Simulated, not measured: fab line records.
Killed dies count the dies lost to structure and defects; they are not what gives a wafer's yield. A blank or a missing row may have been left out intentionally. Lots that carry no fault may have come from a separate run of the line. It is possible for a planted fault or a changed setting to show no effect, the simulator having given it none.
A lot that was struck, set against a sound lot :: flow ritCmos :: 19 steps out of a route of 202
Sound: these wafers, L861.2, L861.3, L861.6. The struck wafers were L869.1, L869.2, L869.6. Last of all comes the cause.
At each step with rows: each side's tool, then ch and its chambers, then its first start. Under that, the readings that differ: sound wafers :: struck wafers :: difference of the means :: sigmas: that difference in standard deviations of wafers without a fault.
alike: readings with means less than 2 such deviations apart, plus words and numbers identical on both sides. not compared: withheld readings, readings lacking a value on some wafer, bounds such as >300 that could conceal the same value, and numbers that have no deviation in the record and whose values overlap.
Wherever a step has rows on one side only, a row that says differs or no value, or a row with sigmas, the two part there. Non-overlapping numbers with no deviation appear without sigmas and do not part them. A reading missing from all wafers of one side parts the sides only when that side holds two or more wafers.

first, 4 steps without rows for these wafers: RIT_PSD_SOFTBAKE_02 (time 60 s); RIT_PSD_EXPOSE_03 (exposes mask M10, target cd 40900 nm); RIT_PSD_PEB_04; RIT_PSD_DEVELOP_05 (develop time 50 s).
RIT_PSD_OVL_MEAS_06:
  struck on overlay-02, day 5 10:22; sound on overlay-01, day 4 00:35
  alike: PSD_OVL
then, 2 steps without rows for these wafers: RIT_PSD_HARDBAKE_07 (time 60 s); RIT_PSD_IMPLANT_08.
RIT_PSD_STRIP_09: strips in O2, time 180 s.
  sound on plasmaAsher-04 ch 0,1, day 4 01:11; struck on plasmaAsher-02 ch 0,1, day 5 10:43
  alike: drypumpMotorCurrentA
  not compared: rfHoursCounterH
RIT_PSD_TW_MEAS_10:
  struck on filmMetro-01, day 5 10:53; sound on filmMetro-02, day 4 01:23
  alike: PSD_TW
then, 3 steps without rows for these wafers: RIT_SDANNEAL_CLEAN_00 (cleans in SC1, time 600 s); RIT_SDANNEAL_CLEAN_01 (cleans in dHF, time 30 s); RIT_SDANNEAL_CLEAN_02 (cleans in SC2, time 600 s).
RIT_SDANNEAL_RTA_03: time 5 s.
  sound on rtpAnneal-01 ch 0, day 4 01:48; struck on rtpAnneal-01 ch 0, day 5 11:19
  alike: rampDownCPerS, wafer_temp_C_max
RIT_SDANNEAL_RS_MEAS_04: a four-point-probe measurement.
  struck on filmMetro-02, day 5 11:22; sound on filmMetro-01, day 4 01:52
reading: PSD_RS (ohm/sq)
sound: 116.17 116.06 115.78
struck: 72.67 72.36 72.92
difference: -43.35
sigmas: -99 or more
RIT_SDANNEAL_RS_MEAS_05: a four-point-probe measurement.
  struck on filmMetro-02, day 5 11:29; sound on filmMetro-01, day 4 01:59
reading: NSD_RS (ohm/sq)
sound: 84.2 84.7 84.6
struck: 77.5 77.5 77.6
difference: -7.0
sigmas: -22
RIT_SDANNEAL_RS_MEAS_06: a four-point-probe measurement.
  struck on filmMetro-02, day 5 11:37; sound on filmMetro-01, day 4 02:07
reading: PLDD_RS (ohm/sq)
sound: 179.5 179.1 178.9
struck: 141.6 141.1 141.8
difference: -37.7
sigmas: -90
RIT_SDANNEAL_RS_MEAS_07: a four-point-probe measurement.
  struck on filmMetro-02, day 5 11:44; sound on filmMetro-01, day 4 02:14
reading: NLDD_RS (ohm/sq)
sound: 151.2 151.1 151.0
struck: 142.9 143.5 142.9
difference: -8.0
sigmas: -13
then, 1 step without rows for these wafers: RIT_SILICIDE_WET_ETCH_00 (etches SiO2 in BOE, target depth 14 nm, time 15 s).
RIT_M1_PROBE_99:
  rows exist in the record for the struck wafers here (prober-02, day 5 18:58), but not for the sound ones

## WHERE THEY PART
First at RIT_SDANNEAL_RS_MEAS_04; last, within this record, at RIT_M1_PROBE_99.

WHY: the cause the simulator had injected
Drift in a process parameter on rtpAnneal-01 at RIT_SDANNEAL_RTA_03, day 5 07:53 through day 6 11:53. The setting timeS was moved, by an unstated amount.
